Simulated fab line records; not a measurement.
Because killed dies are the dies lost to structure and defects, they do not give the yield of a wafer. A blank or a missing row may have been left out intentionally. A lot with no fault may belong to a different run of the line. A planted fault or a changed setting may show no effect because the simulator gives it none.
Comparing a struck lot with a sound one    flow ritCmos    30 out of 202 route steps
Sound: wafers L185.2, L185.3, L185.4. Wafers struck: L189.1, L189.2, L189.5. Last of all comes the cause.
At each step with rows: each side's tool, then ch and its chambers, then its first start. Under that, the readings that differ: sound wafers    struck wafers    difference of the means    sigmas: that difference in standard deviations of wafers without a fault.
alike: a reading whose means differ by less than 2 such deviations, as well as words and numbers matching on both sides. not compared: withheld readings; readings where some wafer has no value; bounds like >300 that might hide an equal value; numbers whose values overlap and for which the record gives no deviation.
Wherever a step has rows on one side only, a row that says differs or no value, or a row with sigmas, the two part there. Numbers that don't overlap but have no deviation are shown without sigmas and don't part them. Lack of a reading on every wafer of one side parts them only where that side has two or more wafers.

RIT_FOX2_THK_MEAS_01:
  sound on filmMetro-03 at day 3 14:31; struck on filmMetro-04 at day 4 09:58
  alike: FOX2_OXIDE_THK
then, 2 steps without rows for these wafers: RIT_FOX2_CLEAN_02 (cleans in dHF, time 180 s); RIT_FOX2_WET_ETCH_03 (etches Si3N4 in H3PO4, target depth 195 nm, time 2652 s).
RIT_FOX2_THK_MEAS_90:
  sound on filmMetro-03 at day 3 15:23; struck on filmMetro-03 at day 4 10:51
  alike: FIELD_OXIDE_LEFT_1_THK
then, 6 steps without rows for these wafers: RIT_NWELL_HMDS_00 (prime time 60 s); RIT_NWELL_COAT_01 (resist thk 1300 nm); RIT_NWELL_SOFTBAKE_02 (time 60 s); RIT_NWELL_EXPOSE_03 (exposes mask M2, target cd 43900 nm); RIT_NWELL_PEB_04; RIT_NWELL_DEVELOP_05 (develop time 68 s).
RIT_NWELL_OVL_MEAS_06:
  sound on overlay-02 at day 3 16:27; struck on overlay-01 at day 4 11:59
  alike: NWELL_OVL
then, 1 step without rows for these wafers: RIT_NWELL_HARDBAKE_07 (time 120 s).
RIT_NWELL_IMPLANT_08:
  sound on implanter-02 ch 0, day 3 16:45; struck on implanter-02 ch 0, day 4 12:16
reading      sound                          struck                     difference  sigmas
doseIonsCm2  5.013e+13 5.007e+13 5.003e+13  4.8e+13 4.792e+13 4.8e+13  -2.1e+12    -40
  alike: tiltDeg
RIT_NWELL_STRIP_09: strips in O2, time 180 s.
  sound on plasmaAsher-02 ch 0,1, day 3 16:53; struck on plasmaAsher-03 ch 0,1, day 4 12:25
  alike: drypumpMotorCurrentA
  not compared: rfHoursCounterH
RIT_NWELL_TW_MEAS_10:
  sound on filmMetro-03 at day 3 17:04; struck on filmMetro-04 at day 4 12:36
  alike: NWELL_TW
then, 6 steps without rows for these wafers: RIT_PWELL_HMDS_00 (prime time 60 s); RIT_PWELL_COAT_01 (resist thk 1300 nm); RIT_PWELL_SOFTBAKE_02 (time 60 s); RIT_PWELL_EXPOSE_03 (exposes mask M3, target cd 43700 nm); RIT_PWELL_PEB_04; RIT_PWELL_DEVELOP_05 (develop time 70.14 s).
RIT_PWELL_OVL_MEAS_06:
  sound on overlay-02 at day 3 18:16; struck on overlay-02 at day 4 13:32
  alike: PWELL_OVL
then, 2 steps without rows for these wafers: RIT_PWELL_HARDBAKE_07 (time 120 s); RIT_PWELL_IMPLANT_08.
RIT_PWELL_STRIP_09: strips in O2, time 180 s.
  sound on plasmaAsher-02 ch 0,1, day 3 18:42; struck on plasmaAsher-02 ch 0,1, day 4 13:58
  alike: drypumpMotorCurrentA
  not compared: rfHoursCounterH
RIT_PWELL_TW_MEAS_10:
  sound on filmMetro-01 at day 3 18:53; struck on filmMetro-03 at day 4 14:09
  alike: PWELL_TW
then, 1 step without rows for these wafers: RIT_WELLDRIVE_ANNEAL_00 (time 14700 s).
RIT_WELLDRIVE_RS_MEAS_01: the measuring method here is four-point-probe.
  sound on filmMetro-03 at day 4 00:10; struck on filmMetro-03 at day 4 20:52
reading            sound              struck             difference  sigmas
NWELL_RS (ohm/sq)  276.1 276.2 276.1  282.1 281.8 282.3  +5.9        +9
RIT_WELLDRIVE_RS_MEAS_02: the measuring method here is four-point-probe.
  sound on filmMetro-03 at day 4 00:17; struck on filmMetro-03 at day 4 20:59
  alike: PWELL_RS
RIT_M1_PROBE_99:
  sound on prober-02 at day 5 08:58; struck on prober-02 at day 6 05:19
reading                              sound              struck             difference  sigmas
model.etest.nwellPinched.rsOhmSq     337.2 342.7 339.5  345.7 344.4 347    +5.9        
model.etest.wellEdgeRight.lineOhmUm  184 183.8 183.9    186.7 185.5 188.4  +3.0        
model.etest.wellEdgeLeft.lineOhmUm   183.9 182.4 181    187.1 184.1 187.3  +3.7        
  alike: killedAtFrontEnd, killedDies, killedOpen, killedShort

WHERE THEY PART
Last at RIT_WELLDRIVE_RS_MEAS_01 as far as this record goes, first at RIT_NWELL_IMPLANT_08. Later steps at which nothing parts them and some readings are alike: RIT_WELLDRIVE_RS_MEAS_02, RIT_M1_PROBE_99.

WHY: what the simulator had put in
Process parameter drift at RIT_NWELL_IMPLANT_08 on implanter-02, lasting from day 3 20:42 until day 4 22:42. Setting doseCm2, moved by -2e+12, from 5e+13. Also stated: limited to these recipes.
